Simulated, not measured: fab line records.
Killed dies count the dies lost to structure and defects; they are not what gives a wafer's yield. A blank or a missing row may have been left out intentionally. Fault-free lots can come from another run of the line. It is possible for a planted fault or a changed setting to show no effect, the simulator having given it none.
Lot-split experiment    flow berkeleyCmos170    5 lots, 23 wafers read, on a route of 331 steps

## THE SPLIT ITSELF
At UCB170_ACTIVE_COAT_08 (resist thk 900 nm), the setting spinRpm was moved away from the recipe's 1500 rpm on 6 of the 23 wafers read, by +2.5% to +6.7%. All remaining wafers had this setting at the recipe value.

## FROM THE SPLIT TO THE READING: what the file shows between them, 2 steps
- UCB170_ACTIVE_SOFTBAKE_09: time 60 s
- UCB170_ACTIVE_EXPOSE_10: exposes mask ACTIVE, target cd 1200 nm

## THE READING
KrF_of_ACTIVE_COAT_08.thkNm (the simulator's own value, which no gauge read), in nm, at UCB170_ACTIVE_ETCH_15 (etches Si3N4 in CH3F/Ar/O2, stops on SiO2, target depth 242 nm, time 151 s). No usual value for it is given in the file. Across the 17 wafers here that went through the recipe, the average is 726.6 nm and the standard deviation 2.3 nm.

wafer   tool, chamber at the split  spinRpm as run, rpm  against the recipe  KrF_of_ACTIVE_COAT_08.thkNm, nm  against lot-mates on the recipe
L078.1  lithoTrack-02, 0            1500                 recipe              724.7                            -
L078.4  lithoTrack-02, 0            1500                 recipe              725.3                            -
L078.5  lithoTrack-02, 0            1500                 recipe              725                              -
L079.1  lithoTrack-01, 0            1500                 recipe              726                              -
L079.2  lithoTrack-01, 0            1500                 recipe              723.9                            -
L079.4  lithoTrack-01, 0            1500                 recipe              722.1                            -
L079.5  lithoTrack-01, 0            1500                 recipe              726.7                            -
L079.6  lithoTrack-01, 0            1500                 recipe              725.9                            -
L081.1  lithoTrack-03, 0            1600                 +6.7%               693.4                            -33.4
L081.2  lithoTrack-03, 0            1500                 recipe              727.8                            -
L081.3  lithoTrack-03, 0            1500                 recipe              725.8                            -
L081.5  lithoTrack-03, 0            1600                 +6.7%               696.3                            -30.5
L081.6  lithoTrack-03, 0            1600                 +6.7%               693.6                            -33.2
L080.1  lithoTrack-02, 0            1537                 +2.5%               716.1                            -9.8
L080.3  lithoTrack-02, 0            1500                 recipe              726                              -
L080.4  lithoTrack-02, 0            1537                 +2.5%               714.2                            -11.6
L080.5  lithoTrack-02, 0            1500                 recipe              725.7                            -
L080.6  lithoTrack-02, 0            1537                 +2.5%               718                              -7.9
L084.1  lithoTrack-02, 0            1500                 recipe              730.6                            -
L084.2  lithoTrack-02, 0            1500                 recipe              729.1                            -
L084.3  lithoTrack-02, 0            1500                 recipe              727.2                            -
L084.5  lithoTrack-02, 0            1500                 recipe              729.4                            -
L084.6  lithoTrack-02, 0            1500                 recipe              730.7                            -

FIT RESULTS
A straight line over all 23 wafers: KrF_of_ACTIVE_COAT_08.thkNm changes by -4.78 nm for each +1% of spinRpm; r = -0.98; the points scatter about the line by 2.2 nm.
The same after taking each lot's own level away (the mean of its wafers on the recipe; 23 wafers): -4.78 nm for each +1%; r = -0.99; scatter 1.5 nm.
The reading moves by 32 nm for the largest change in spinRpm, on that fit.
Measured against the standard deviation above, the lots' own levels, which go from 724.92 to 729.40 nm, span 2.0 times it.
Hence the lot-to-lot level has little effect on the slope; both slopes agree.
Check: -31 nm against its lot-mates is what the line predicts for one of the wafers moved furthest among these (+6.7%) when that wafer is left out of the fit. Against them it came out at -33.4 nm.

## THE OTHER SPLITS THESE WAFERS WENT THROUGH
Other splits were also applied to these wafers ahead of the reading. Each is held against what the fit with the lots' levels taken away leaves over:
other split on the same wafers     wafers away from the commonest value  r with KrF_of_ACTIVE_COAT_08.thkNm (lot level and that fit taken away)
UCB170_START_OXIDATION_02 oxTimeS  10                                    +0.08
UCB170_NWELL_COAT_07 spinRpm       6                                     -0.09
UCB170_NWELL_ETCH_13 timeS         9                                     -0.02
UCB170_PWELL_CVD_05 pressureMtorr  15                                    -0.18
UCB170_ACTIVE_OXIDATION_02 tempC   10                                    +0.01

## THE WHOLE CHAIN: every reading that the file lists as answering this split, in the file's order
step                    what it does                                                                reading                                                                       change (the file's fit)                                                              r (the file's)
UCB170_ACTIVE_COAT_08   resist thk 900 nm                                                           KrF_of_ACTIVE_COAT_08.thkNm (the simulator's own value, which no gauge read)  -4.49 nm for each +1% of the setting                                                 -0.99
UCB170_ACTIVE_ETCH_15   etches Si3N4 in CH3F/Ar/O2, stops on SiO2, target depth 242 nm, time 151 s  KrF_of_ACTIVE_COAT_08.thkNm (the simulator's own value, which no gauge read)  -4.75 nm for each +1% of the setting                                                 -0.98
UCB170_ACTIVE_STRIP_16  strips in O2                                                                stripTimeToEndpointS                                                          withheld for each +1% of the setting, in a fit together with powerW@ACTIVE_STRIP_16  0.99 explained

## THE FILE'S OWN FIT
KrF_of_ACTIVE_COAT_08.thkNm changes by -4.75 nm for each +1% of spinRpm, r = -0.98.
